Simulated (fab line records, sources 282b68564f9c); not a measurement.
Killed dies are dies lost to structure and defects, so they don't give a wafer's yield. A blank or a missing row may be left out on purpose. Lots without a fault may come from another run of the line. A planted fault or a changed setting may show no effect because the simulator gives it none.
fab line records | flow rit_cmos
record lots=6 wafers=18 last_day=7
route steps=202 shown GATE@92 REOX@98 NLDD@103 PLDD@114 SPACER@125 NSD@131 PSD@152 M1@202
lots that met no fault: from a run of the same line without faults
start_h: hours from the record's first day to the start of the lot's first wafer shown | wait_h: hours since the lot's step before | " the same as in the row above | L1.1+2: a row that stands for several wafers | - no value, or no start given | * or withheld: withheld | < > ~ a bound
route shown NAME@n: a module of which the file shows steps, and the number in the route of the first | usual: mean/standard deviation of fault-free wafers | same: alike in all rows | chamber/n: place in a boat | sites: the reading at each site | _std_site: their standard deviation | _edge_site: outer sites' mean less inner sites' | radius_mm: how far each site lies from the wafer's centre | mask NAME#n: copy n | behind: the tool/chamber that last shaped the wafer | hold: why the lot was held/for how many hours/how that ended | device: the transistor (n, p or np) that didn't switch | end of line: the same wafers' tests at the end of the route | a step without rows: its recipe alone | killed: dies lost to structure and defects at the first sort, not the wafer's yield | map: a wafer's dies, x killed, . not, _ none there
set.NAME: the setting as run; set.NAME@STEP: as run at that earlier step | model.NAME: the simulator's own value behind a step, which no gauge read
lots at some steps of the route; a table a step, a row a wafer
services: from which hour (start_h, from the record's first day; less than 0 if before it) a tool's chamber was out of use, for how many hours, and why
## steps
# step RIT_GATE_CD_MEAS_16
# recipe target_cd_nm=150
# usual cd_nm=150.1/2.2
# columns lot.wafer tool chamber start_h wait_h cd_nm
L999.1 cd_sem-01 - 60.88 - 148.8
L999.4 " - " " 150.1
L999.6 " - " " 152.2
L109.2 cd_sem-01 - 104.78 - 149.1
L109.3 " - " " 149.8
L109.6 " - " " 146.7
L113.1 cd_sem-02 - 128.27 - 150.8
L113.4 " - " " 150.3
L113.5 " - " " 150.8
L114.1 cd_sem-02 - 136.41 - 147.7
L114.3 " - " " 151.6
L114.4 " - " " 150.7
L118.1 cd_sem-01 - 151.75 - 150.6
L118.3 " - " " 149.0
L118.5 " - " " 149.6
L119.1 cd_sem-02 - 157.70 - 149.8
L119.2 " - " " 149.4
L119.4 " - " " 150.7
# step RIT_GATE_OVL_MEAS_17
# usual GATE_OVL=-0.3/1.2
# columns lot.wafer tool chamber start_h wait_h GATE_OVL[nm]
L999.1 overlay-01 - 61.00 0.1 0.5
L999.4 " - " " -0.7
L999.6 " - " " -1.6
L109.2 overlay-02 - 104.89 0.1 0.3
L109.3 " - " " 0.3
L109.6 " - " " -0.8
L113.1 overlay-02 - 128.39 0.1 -1.5
L113.4 " - " " -0.2
L113.5 " - " " -0.5
L114.1 overlay-01 - 136.53 0.1 0.3
L114.3 " - " " -0.7
L114.4 " - " " 0.0
L118.1 overlay-02 - 151.87 0.1 -0.1
L118.3 " - " " -1.2
L118.5 " - " " -0.3
L119.1 overlay-01 - 157.82 0.1 0.2
L119.2 " - " " 0.5
L119.4 " - " " -0.5
# step RIT_GATE_HARDBAKE_18
# recipe resist=NOVOLAK temp_c=140 time_s=60
# step RIT_GATE_ETCH_19
# recipe chemistry=SF6/CHF3/O2 time_s=165 SF6_flow_sccm=30 CHF3_flow_sccm=30 O2_flow_sccm=5 target=poly-Si pressure_mtorr=40 rf_w=160 target_depth_a=3125 over_etch_frac=0.25 stop_on=SiO2
# usual drypump_motor_current_A=5.8/0.45 oes_product_au=0.844/0.013 throttle_valve_pct=10.31/0.15
# columns lot.wafer tool chamber start_h wait_h drypump_motor_current_A oes_product_au rf_hours_counter_h throttle_valve_pct
L999.1 rie_si-02 1 61.19 0.1 6.3 0.827 41 10.36
L999.4 " 2 " " 6.0 0.843 0 10.45
L999.6 " 2 " " 6.0 0.831 - 10.45
L109.2 rie_si-02 3 105.07 0.1 6.2 0.833 126 10.55
L109.3 " 1 " " 6.3 0.840 41 10.38
L109.6 " 0 " " 5.8 0.857 - 10.16
L113.1 rie_si-02 3 128.57 0.1 6.2 0.827 126 10.55
L113.4 " 1 " " 6.3 0.833 41 10.35
L113.5 " 2 " " 6.0 0.846 - 10.46
L114.1 rie_si-01 3 136.71 0.1 6.0 0.864 6 10.36
L114.3 " 0 " " 4.9 0.841 78 10.22
L114.4 " 1 " " 5.5 0.844 0 10.01
L118.1 rie_si-01 1 152.06 0.1 5.5 0.830 0 10.01
L118.3 " 2 " " 6.1 0.838 92 10.22
L118.5 " 2 " " 6.0 0.832 - 10.22
L119.1 rie_si-01 0 158.01 0.1 4.9 0.846 78 10.24
L119.2 " 1 " " 5.5 0.852 0 10.02
L119.4 " 3 " " 5.9 0.865 7 10.36
# step RIT_GATE_STRIP_20
# recipe chemistry=O2 time_s=180 resist=NOVOLAK platen_temp_c=withheld power_w=500 pressure_mtorr=4000 o2_flow_sccm=4000
# usual drypump_motor_current_A=6.0/0.35
# columns lot.wafer tool chamber start_h wait_h drypump_motor_current_A rf_hours_counter_h
L999.1 plasma_asher-04 0 61.30 0.1 5.8 27
L999.4 " 0 " " 5.8 -
L999.6 " 1 " " 5.4 -
L109.2 plasma_asher-04 0 105.18 0.1 5.8 32
L109.3 " 1 " " 5.4 -
L109.6 " 1 " " 5.4 -
L113.1 plasma_asher-02 1 128.73 0.1 6.3 2
L113.4 " 0 " " 6.3 -
L113.5 " 0 " " 6.3 -
L114.1 plasma_asher-02 0 136.82 0.1 6.3 3
L114.3 " 0 " " 6.3 -
L114.4 " 1 " " 6.3 -
L118.1 plasma_asher-02 0 152.16 0.1 6.3 6
L118.3 " 0 " " 6.3 -
L118.5 " 1 " " 6.3 -
L119.1 plasma_asher-02 0 158.12 0.1 6.3 6
L119.2 " 1 " " 6.2 6
L119.4 " 0 " " 6.3 -
# step RIT_GATE_CD_MEAS_90
# recipe target_cd_nm=150
# usual cd_nm=150.1/2.3
# columns lot.wafer tool chamber start_h wait_h cd_nm
L999.1 cd_sem-01 - 61.50 0.1 148.2
L999.4 " - " " 149.9
L999.6 " - " " 152.4
L109.2 cd_sem-02 - 105.37 0.1 149.0
L109.3 " - " " 149.6
L109.6 " - " " 146.6
L113.1 cd_sem-02 - 128.91 0.1 150.3
L113.4 " - " " 150.1
L113.5 " - " " 150.7
L114.1 cd_sem-01 - 137.00 0.1 147.8
L114.3 " - " " 151.7
L114.4 " - " " 151.0
L118.1 cd_sem-02 - 152.34 0.1 150.5
L118.3 " - " " 148.9
L118.5 " - " " 149.9
L119.1 cd_sem-01 - 158.29 0.1 150.0
L119.2 " - " " 149.2
L119.4 " - " " 150.4
# step RIT_REOX_CLEAN_00
# recipe chemistry=SC1 mix=3:3:50 time_s=600 temp_c=75
# step RIT_REOX_CLEAN_01
# recipe chemistry=dHF dilution=50:1 time_s=30
# step RIT_REOX_CLEAN_02
# recipe chemistry=SC2 mix=3:3:50 time_s=600 temp_c=75 dry=n2_spin
# step RIT_REOX_OXIDATION_03
# recipe temp_c=903 ambient=O2 target_thk_a=252 ox_time_s=5580
# step RIT_REOX_THK_MEAS_04
# recipe reads=SiO2_of_REOX_OXIDATION_03
# usual REOX_OXIDE_THK=26.0/0.65
# columns lot.wafer tool chamber start_h wait_h REOX_OXIDE_THK[nm]
L999.1 film_metro-04 - 65.07 0.0 26.5
L999.4 " - " " 25.7
L999.6 " - " " 26.6
L109.2 film_metro-03 - 108.97 0.0 26.0
L109.3 " - " " 26.2
L109.6 " - " " 26.3
L113.1 film_metro-03 - 133.58 0.0 25.9
L113.4 " - " " 25.7
L113.5 " - " " 25.8
L114.1 film_metro-03 - 141.29 0.0 26.1
L114.3 " - " " 26.5
L114.4 " - " " 26.5
L118.1 film_metro-03 - 155.82 0.0 24.1
L118.3 " - " " 24.1
L118.5 " - " " 24.5
L119.1 film_metro-03 - 161.52 0.0 25.4
L119.2 " - " " 25.0
L119.4 " - " " 25.4
# step RIT_NLDD_HMDS_00
# recipe prime_time_s=60 prime_temp_c=140
# step RIT_NLDD_COAT_01
# recipe resist=NOVOLAK spin_rpm=3250 resist_thk_nm=1000
# usual chill_plate_temp_C=23.00/0.11 dispense_pressure_kPa=49.6/2.2 exhaust_pa=45.2/0.8 spin_speed_rpm=3249.9/1.5
# columns lot.wafer tool chamber start_h wait_h chill_plate_temp_C dispense_pressure_kPa exhaust_pa spin_speed_rpm
L999.1 litho_track-03 0 65.28 0.1 23.09 47.7 45.7 3249.7
L999.4 " 0 " " 23.11 47.8 44.8 3250.6
L999.6 " 0 " " 22.99 47.8 44.2 3248.4
L109.2 litho_track-02 0 109.38 0.1 23.15 49.1 45.5 3250.7
L109.3 " 0 " " 23.23 49.1 45.3 3252.6
L109.6 " 0 " " 23.24 49.1 46.6 3250.7
L113.1 litho_track-03 - 133.79 0.1 - - - -
L113.4 " - " " - - - -
L113.5 " - " " - - - -
L114.1 litho_track-01 - 141.50 0.1 - - - -
L114.3 " - " " - - - -
L114.4 " - " " - - - -
L118.1 litho_track-01 0 156.03 0.1 22.82 53.7 44.6 3249.2
L118.3 " 0 " " 22.96 53.6 44.8 3247.7
L118.5 " 0 " " 23.10 53.6 46.7 3249.9
L119.1 litho_track-01 0 161.73 0.1 22.97 53.6 44.8 3251.3
L119.2 " 0 " " 22.97 53.6 45.0 3249.4
L119.4 " 0 " " 22.84 53.6 45.8 3249.8
# step RIT_NLDD_SOFTBAKE_02
# recipe resist=NOVOLAK temp_c=90 time_s=60
# step RIT_NLDD_EXPOSE_03
# recipe mask_id=M7 na=0.57 target_cd_nm=40700 dose_mj=250
# step RIT_NLDD_PEB_04
# recipe resist=NOVOLAK temp_c=withheld time_s=withheld
# step RIT_NLDD_DEVELOP_05
# recipe resist=NOVOLAK develop_time_s=50 dev_temp_c=23
# step RIT_NLDD_OVL_MEAS_06
# usual NLDD_OVL=0.5/1.5
# columns lot.wafer tool chamber start_h wait_h NLDD_OVL[nm]
L999.1 overlay-02 - 65.98 - 0.1
L999.4 " - " " -0.8
L999.6 " - " " 0.2
L109.2 overlay-01 - 110.32 - -1.1
L109.3 " - " " 1.1
L109.6 " - " " 2.2
L113.1 overlay-01 - 134.49 - -
L113.4 " - " " -
L113.5 " - " " -
L114.1 overlay-01 - 142.32 - -
L114.3 " - " " -
L114.4 " - " " -
L118.1 overlay-01 - 156.73 - 0.8
L118.3 " - " " 0.9
L118.5 " - " " 2.0
L119.1 overlay-02 - 162.57 - 0.9
L119.2 " - " " 2.4
L119.4 " - " " -0.2
# step RIT_NLDD_HARDBAKE_07
# recipe resist=NOVOLAK temp_c=140 time_s=60
# step RIT_NLDD_IMPLANT_08
# recipe species=P energy_kev=20 dose_cm2=5e+14 tilt_deg=7
# step RIT_NLDD_STRIP_09
# recipe chemistry=O2 time_s=180 resist=NOVOLAK platen_temp_c=withheld power_w=500 pressure_mtorr=4000 o2_flow_sccm=4000
# usual drypump_motor_current_A=6.10/0.27
# columns lot.wafer tool chamber start_h wait_h drypump_motor_current_A rf_hours_counter_h
L999.1 plasma_asher-01 1 66.32 0.1 6.35 42
L999.4 " 0 " " 5.63 -
L999.6 " 0 " " 5.62 -
L109.2 plasma_asher-03 1 110.79 0.2 6.11 46
L109.3 " 1 " " 6.15 -
L109.6 " 0 " " 5.91 -
L113.1 plasma_asher-01 1 134.83 0.1 6.38 49
L113.4 " 1 " " 6.36 -
L113.5 " 0 " " 5.67 -
L114.1 plasma_asher-01 1 142.66 0.1 6.34 50
L114.3 " 0 " " 5.63 -
L114.4 " 1 " " 6.37 -
L118.1 plasma_asher-01 0 157.10 0.1 5.64 52
L118.3 " 1 " " 6.38 -
L118.5 " 0 " " 5.66 -
L119.1 plasma_asher-03 1 163.04 0.1 6.14 52
L119.2 " 0 " " 5.90 52
L119.4 " 1 " " 6.11 -
# step RIT_NLDD_TW_MEAS_10
# usual NLDD_TW=2500/17
# columns lot.wafer tool chamber start_h wait_h NLDD_TW
L999.1 film_metro-01 - 66.49 0.1 2485
L999.4 " - " " 2481
L999.6 " - " " 2474
L109.2 film_metro-02 - 110.98 0.1 2513
L109.3 " - " " 2524
L109.6 " - " " 2516
L113.1 film_metro-02 - 135.03 0.1 2498
L113.4 " - " " 2513
L113.5 " - " " 2520
L114.1 film_metro-01 - 142.84 0.1 2507
L114.3 " - " " 2495
L114.4 " - " " 2494
L118.1 film_metro-02 - 157.27 0.1 2513
L118.3 " - " " 2513
L118.5 " - " " 2510
L119.1 film_metro-02 - 163.21 0.1 2499
L119.2 " - " " 2515
L119.4 " - " " 2517
# step RIT_PLDD_HMDS_00
# recipe prime_time_s=60 prime_temp_c=140
# step RIT_PLDD_COAT_01
# recipe resist=NOVOLAK spin_rpm=3250 resist_thk_nm=1000
# step RIT_PLDD_SOFTBAKE_02
# recipe resist=NOVOLAK temp_c=90 time_s=60
# step RIT_PLDD_EXPOSE_03
# recipe mask_id=M8 na=0.57 target_cd_nm=40900 dose_mj=250
# step RIT_PLDD_PEB_04
# recipe resist=NOVOLAK temp_c=withheld time_s=withheld
# step RIT_PLDD_DEVELOP_05
# recipe resist=NOVOLAK develop_time_s=50 dev_temp_c=23
# step RIT_PLDD_OVL_MEAS_06
# usual PLDD_OVL=-0.3/1.2
# columns lot.wafer tool chamber start_h wait_h PLDD_OVL[nm]
L999.1 overlay-01 - 67.40 - -0.4
L999.4 " - " " -2.8
L999.6 " - " " -1.3
L109.2 overlay-01 - 112.11 - 1.3
L109.3 " - " " 1.9
L109.6 " - " " 2.0
L113.1 overlay-01 - 135.94 - -1.5
L113.4 " - " " 0.9
L113.5 " - " " 0.8
L114.1 overlay-01 - 143.75 - -0.3
L114.3 " - " " -1.0
L114.4 " - " " -1.9
L118.1 overlay-01 - 158.31 - -1.0
L118.3 " - " " 0.8
L118.5 " - " " 1.7
L119.1 overlay-02 - 164.12 - 2.4
L119.2 " - " " 1.1
L119.4 " - " " 0.7
# step RIT_PLDD_HARDBAKE_07
# recipe resist=NOVOLAK temp_c=140 time_s=60
# step RIT_PLDD_IMPLANT_08
# recipe species=BF2 energy_kev=20 dose_cm2=8.897e+14 tilt_deg=7
# step RIT_PLDD_STRIP_09
# recipe chemistry=O2 time_s=180 resist=NOVOLAK platen_temp_c=withheld power_w=500 pressure_mtorr=4000 o2_flow_sccm=4000
# usual drypump_motor_current_A=6.0/0.37
# columns lot.wafer tool chamber start_h wait_h drypump_motor_current_A rf_hours_counter_h
L999.1 plasma_asher-04 0 67.81 0.1 5.8 28
L999.4 " 0 " " 5.8 -
L999.6 " 1 " " 5.4 -
L109.2 plasma_asher-04 0 112.44 0.1 5.8 33
L109.3 " 0 " " 5.8 -
L109.6 " 1 " " 5.4 -
L113.1 plasma_asher-01 1 136.27 0.1 6.4 49
L113.4 " 1 " " 6.4 -
L113.5 " 0 " " 5.6 -
L114.1 plasma_asher-01 1 144.19 0.1 6.4 50
L114.3 " 1 " " 6.4 -
L114.4 " 0 " " 5.6 -
L118.1 plasma_asher-01 0 158.64 0.1 5.7 53
L118.3 " 0 " " 5.6 -
L118.5 " 0 " " 5.7 -
L119.1 plasma_asher-01 1 164.46 0.1 6.4 54
L119.2 " 0 " " 5.6 54
L119.4 " 0 " " 5.6 -
# step RIT_PLDD_TW_MEAS_10
# usual PLDD_TW=2348/14
# columns lot.wafer tool chamber start_h wait_h PLDD_TW
L999.1 film_metro-03 - 67.99 0.1 2342
L999.4 " - " " 2341
L999.6 " - " " 2330
L109.2 film_metro-03 - 112.63 0.1 2340
L109.3 " - " " 2336
L109.6 " - " " 2336
L113.1 film_metro-03 - 136.45 0.1 2884
L113.4 " - " " 2888
L113.5 " - " " 2876
L114.1 film_metro-02 - 144.36 0.1 2895
L114.3 " - " " 2888
L114.4 " - " " 2884
L118.1 film_metro-01 - 158.82 0.1 2340
L118.3 " - " " 2348
L118.5 " - " " 2352
L119.1 film_metro-01 - 164.63 0.1 2342
L119.2 " - " " 2337
L119.4 " - " " 2351
# step RIT_SPACER_CLEAN_00
# recipe chemistry=SC1 mix=3:3:50 time_s=600 temp_c=75
# step RIT_SPACER_CLEAN_01
# recipe chemistry=dHF dilution=50:1 time_s=30
# step RIT_SPACER_CLEAN_02
# recipe chemistry=SC2 mix=3:3:50 time_s=600 temp_c=75 dry=n2_spin
# step RIT_SPACER_CVD_03
# recipe material=Si3N4 target_thk_nm=250 temp_c=810 precursor=SiH2Cl2/NH3 time_s=3300 pressure_mtorr=300 sih2cl2_flow_sccm=60 nh3_flow_sccm=150
# step RIT_SPACER_THK_MEAS_04
# recipe reads=Si3N4_of_SPACER_CVD_03
# usual SPACER_NITRIDE_THK=250.5/2.1
# columns lot.wafer tool chamber start_h wait_h SPACER_NITRIDE_THK[nm]
L999.1 film_metro-04 - 70.33 0.0 250.0
L999.4 " - " " 250.2
L999.6 " - " " 248.7
L109.2 film_metro-04 - 115.35 0.0 253.7
L109.3 " - " " 254.8
L109.6 " - " " 252.9
L113.1 film_metro-02 - 138.82 0.0 250.4
L113.4 " - " " 248.9
L113.5 " - " " 250.1
L114.1 film_metro-02 - 146.76 0.0 247.3
L114.3 " - " " 248.2
L114.4 " - " " 249.0
L118.1 film_metro-04 - 161.18 0.0 253.7
L118.3 " - " " 251.6
L118.5 " - " " 253.0
L119.1 film_metro-04 - 167.18 0.0 250.9
L119.2 " - " " 249.7
L119.4 " - " " 251.8
# step RIT_SPACER_ETCHBACK_05
# recipe target_depth_a=2500 SF6_flow_sccm=30 CHF3_flow_sccm=30 target=Si3N4 chemistry=SF6/CHF3 pressure_mtorr=40 rf_w=250 time_s=229.8 stop_on=SiO2
# usual drypump_motor_current_A=5.8/0.46 oes_product_au=0.870/0.017 throttle_valve_pct=10.32/0.18
# columns lot.wafer tool chamber start_h wait_h drypump_motor_current_A oes_product_au rf_hours_counter_h throttle_valve_pct
L999.1 rie_diel-01 0 70.39 0.1 6.4 0.883 54 10.06
L999.4 " 1 " " 6.2 0.849 - 10.56
L999.6 " 3 " " 5.0 0.880 - 10.25
L109.2 rie_diel-02 1 115.40 0.0 5.7 0.858 6 10.13
L109.3 " 3 " " 6.0 0.915 27 10.37
L109.6 " 3 " " 6.0 0.904 - 10.37
L113.1 rie_diel-02 2 138.88 0.1 5.7 0.891 73 10.30
L113.4 " 1 " " 5.7 0.856 7 10.12
L113.5 " 3 " " 6.1 0.903 - 10.35
L114.1 rie_diel-02 1 146.82 0.1 5.7 0.843 7 10.12
L114.3 " 0 " " 6.5 0.854 130 10.20
L114.4 " 2 " " 5.7 0.894 73 10.32
L118.1 rie_diel-01 0 161.24 0.1 6.5 0.888 56 10.05
L118.3 " 2 " " 5.7 0.870 8 10.51
L118.5 " 1 " " 6.2 0.851 - 10.59
L119.1 rie_diel-01 2 167.24 0.1 5.7 0.864 8 10.52
L119.2 " 1 " " 6.2 0.847 10 10.58
L119.4 " 0 " " 6.4 0.887 56 10.02
# step RIT_NSD_HMDS_00
# recipe prime_time_s=60 prime_temp_c=140
# step RIT_NSD_COAT_01
# recipe resist=NOVOLAK spin_rpm=3250 resist_thk_nm=1000
# step RIT_NSD_SOFTBAKE_02
# recipe resist=NOVOLAK temp_c=90 time_s=60
# step RIT_NSD_TW_MEAS_10
# usual NSD_TW=3132/18
# columns lot.wafer tool chamber start_h wait_h NSD_TW
L999.1 film_metro-03 - 72.03 0.1 3115
L999.4 " - " " 3124
L999.6 " - " " 3131
L109.2 film_metro-01 - 117.40 0.1 3104
L109.3 " - " " 3126
L109.6 " - " " 3115
L113.1 film_metro-01 - 140.40 0.1 3341
L113.4 " - " " 3326
L113.5 " - " " 3332
L114.1 film_metro-03 - 148.33 0.1 3341
L114.3 " - " " 3324
L114.4 " - " " 3312
L118.1 film_metro-01 - 162.79 0.1 3124
L118.3 " - " " 3122
L118.5 " - " " 3114
L119.1 film_metro-01 - 168.75 0.1 3133
L119.2 " - " " 3141
L119.4 " - " " 3136
# step RIT_PSD_TW_MEAS_10
# usual PSD_TW=3445/23
# columns lot.wafer tool chamber start_h wait_h PSD_TW
L999.1 film_metro-02 - 73.54 0.1 3458
L999.4 " - " " 3451
L999.6 " - " " 3461
L109.2 film_metro-02 - 118.95 0.1 3457
L109.3 " - " " 3449
L109.6 " - " " 3456
L113.1 film_metro-01 - 141.82 0.1 3519
L113.4 " - " " 3514
L113.5 " - " " 3515
L114.1 film_metro-03 - 149.75 0.1 3504
L114.3 " - " " 3501
L114.4 " - " " 3502
L118.1 film_metro-02 - 164.21 0.1 3455
L118.3 " - " " 3459
L118.5 " - " " 3475
L119.1 film_metro-01 - 170.30 0.1 3439
L119.2 " - " " 3420
L119.4 " - " " 3442
# step RIT_M1_PROBE_99
# usual killed_at_contacts=0.1/0.25 killed_at_front_end=6.8/2.9 killed_dies=6.9/2.9 killed_on_rim=1.7/1.3 killed_open=3.3/1.9 killed_short=3.6/1.9
# same gross_dies=264 killed_at_M0_to_M3=0 killed_at_M4_up=0 killed_at_back_side=0 killed_at_other=0
# columns lot.wafer tool chamber start_h wait_h killed_at_contacts killed_at_front_end killed_dies killed_on_rim killed_open killed_short
L999.1 prober-01 - 82.34 0.1 1 9 10 3 7 3
L999.4 prober-01 - 82.49 0.2 0 8 8 1 5 3
L999.6 prober-01 - 82.59 0.2 0 7 7 2 4 3
L109.2 prober-02 - 128.63 0.1 0 2 2 0 1 1
L109.3 prober-02 - 128.68 0.2 0 11 11 4 4 7
L109.6 prober-02 - 128.83 0.2 1 3 4 1 4 0
L113.1 prober-02 - 150.04 0.1 0 264 264 70 1 3
L113.4 prober-02 - 150.19 0.2 0 264 264 70 1 5
L113.5 prober-02 - 150.24 0.2 0 264 264 70 0 5
L114.1 prober-01 - 157.66 0.1 1 263 264 70 5 3
L114.3 prober-01 - 157.76 0.2 0 264 264 70 2 7
L114.4 prober-01 - 157.81 0.2 0 264 264 70 4 3
# killed by level:class
L999.1 GATE:geometric_particle:open=4 GATE:geometric_particle:short=2 FOX2:geometric_particle:open=1 REOX:geometric_particle:short=1 SILICIDE:geometric_particle:open=1 CONTACT:geometric_particle:open=1
L999.4 GATE:geometric_particle:open=3 GATE:geometric_particle:short=2 SPACER:geometric_particle:open=2 FOX2:geometric_particle:short=1
L999.6 REOX:geometric_particle:open=3 GATE:geometric_particle:open=1 GATE:geometric_particle:short=1 SPACER:geometric_particle:short=1 SILICIDE:geometric_particle:short=1
L109.2 FOX1:geometric_particle:short=1 SILICIDE:geometric_particle:open=1
L109.3 GATE:geometric_particle:short=4 FOX1:geometric_particle:short=2 FOX1:geometric_particle:open=2 GATE:geometric_particle:open=1 REOX:geometric_particle:short=1 REOX:geometric_particle:open=1
L109.6 FOX1:geometric_particle:open=1 GATE:geometric_particle:open=1 SPACER:geometric_particle:open=1 CONTACT:geometric_particle:open=1
L113.1 NLDD:area_expose=260 GATE:geometric_particle:short=2 GATE:geometric_particle:open=1 SPACER:geometric_particle:short=1
L113.4 NLDD:area_expose=258 GATE:geometric_particle:short=2 FOX1:geometric_particle:open=1 FOX2:geometric_particle:short=1 SPACER:geometric_particle:short=1 SILICIDE:geometric_particle:short=1
L113.5 NLDD:area_expose=259 GATE:geometric_particle:short=3 FOX2:geometric_particle:short=1 SILICIDE:geometric_particle:short=1
L114.1 NLDD:area_expose=256 GATE:geometric_particle:short=3 FOX1:geometric_particle:open=2 GATE:geometric_particle:open=2 CONTACT:geometric_particle:open=1
L114.3 NLDD:area_expose=255 GATE:geometric_particle:short=4 FOX1:geometric_particle:short=1 GATE:geometric_particle:open=1 SPACER:geometric_particle:short=1 SPACER:geometric_particle:open=1 SILICIDE:geometric_particle:short=1
L114.4 NLDD:area_expose=257 REOX:geometric_particle:short=2 FOX2:geometric_particle:open=1 GATE:geometric_particle:open=1 REOX:geometric_particle:open=1 SPACER:geometric_particle:short=1 SILICIDE:geometric_particle:open=1
# map L113.1 (x killed, . not)
________xxxxxxx_______
_____xxxxxxxxxxxxx____
____xxxxxxxxxxxxxxx___
___xxxxxxxxxxxxxxxxx__
__xxxxxxxxxxxxxxxxxxx_
__xxxxxxxxxxxxxxxxxxx_
_xxxxxxxxxxxxxxxxxxxxx
_xxxxxxxxxxxxxxxxxxxxx
_xxxxxxxxxxxxxxxxxxxxx
_xxxxxxxxxxxxxxxxxxxxx
__xxxxxxxxxxxxxxxxxxx_
__xxxxxxxxxxxxxxxxxxx_
___xxxxxxxxxxxxxxxxx__
____xxxxxxxxxxxxxxx___
_____xxxxxxxxxxxxx____
________xxxxxxx_______
# map L114.1 (x killed, . not)
________xxxxxxx_______
_____xxxxxxxxxxxxx____
____xxxxxxxxxxxxxxx___
___xxxxxxxxxxxxxxxxx__
__xxxxxxxxxxxxxxxxxxx_
__xxxxxxxxxxxxxxxxxxx_
_xxxxxxxxxxxxxxxxxxxxx
_xxxxxxxxxxxxxxxxxxxxx
_xxxxxxxxxxxxxxxxxxxxx
_xxxxxxxxxxxxxxxxxxxxx
__xxxxxxxxxxxxxxxxxxx_
__xxxxxxxxxxxxxxxxxxx_
___xxxxxxxxxxxxxxxxx__
____xxxxxxxxxxxxxxx___
_____xxxxxxxxxxxxx____
________xxxxxxx_______
## services
# columns tool chamber start_h hours kind
plasma_asher-01 - 37.51 3.4 repair
plasma_asher-01 - 48.61 8.9 repair
rie_si-02 0 64.83 - clean
rie_si-02 0 64.83 19.3 scheduled_down
rie_si-02 0 64.83 19.3 vent_cycle
rie_diel-01 2 67.31 4.3 repair
plasma_asher-01 - 74.01 19.3 repair
rie_si-01 3 80.10 4.3 repair
rie_si-01 1 106.31 - clean
rie_si-01 1 106.31 15.3 scheduled_down
rie_si-01 1 106.31 15.3 vent_cycle
plasma_asher-02 - 108.75 9.0 pm
plasma_asher-02 0 108.75 9.0 vent_cycle
plasma_asher-02 1 108.75 9.0 vent_cycle
rie_diel-01 3 113.13 12.9 repair
plasma_asher-02 0 117.75 - clean
plasma_asher-02 1 117.75 - clean
plasma_asher-03 - 128.34 14.6 pm
rie_si-02 - 134.77 2.8 pm
plasma_asher-04 - 154.19 2.9 repair
rie_diel-02 - 154.74 1.4 repair
rie_si-02 - 154.96 14.6 pm
## key
first_sign step=RIT_NLDD_COAT_01 reading=tool_record direction=missing
effect step=RIT_NLDD_OVL_MEAS_06 reading=NLDD_OVL direction=missing
effect step=RIT_PLDD_TW_MEAS_10 reading=PLDD_TW direction=up sigmas=39 usual=2348 struck=2886
effect step=RIT_NSD_TW_MEAS_10 reading=NSD_TW direction=up sigmas=11 usual=3132 struck=3329
effect step=RIT_PSD_TW_MEAS_10 reading=PSD_TW direction=up sigmas=2.8 usual=3445 struck=3509
effect step=RIT_M1_PROBE_99 reading=killed_at_front_end direction=up sigmas=88 usual=6.8 struck=263.8
more_kills_born_at RIT_NLDD_EXPOSE_03@iline_stepper-01=777 RIT_NLDD_EXPOSE_03@iline_stepper-02=768
met_at RIT_NLDD_COAT_01
struck_wafers L113.1,L113.4,L113.5,L114.1,L114.3,L114.4
tester_left_out L113,L114
onset_between 65.28 133.79
fault kind=skipped_step_whole tool=litho_track-01,litho_track-03 chamber=- onset_h=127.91 steps=RIT_NLDD_COAT_01 scope=struck_lots_only
# tester_left_out: of these lots the tester's yield and bins aren't shown, on N5 and GAA mostly nor the transistor test; their killed dies are dies lost to structure and defects alone, not to doping, threshold or leakage, so they don't give the yield
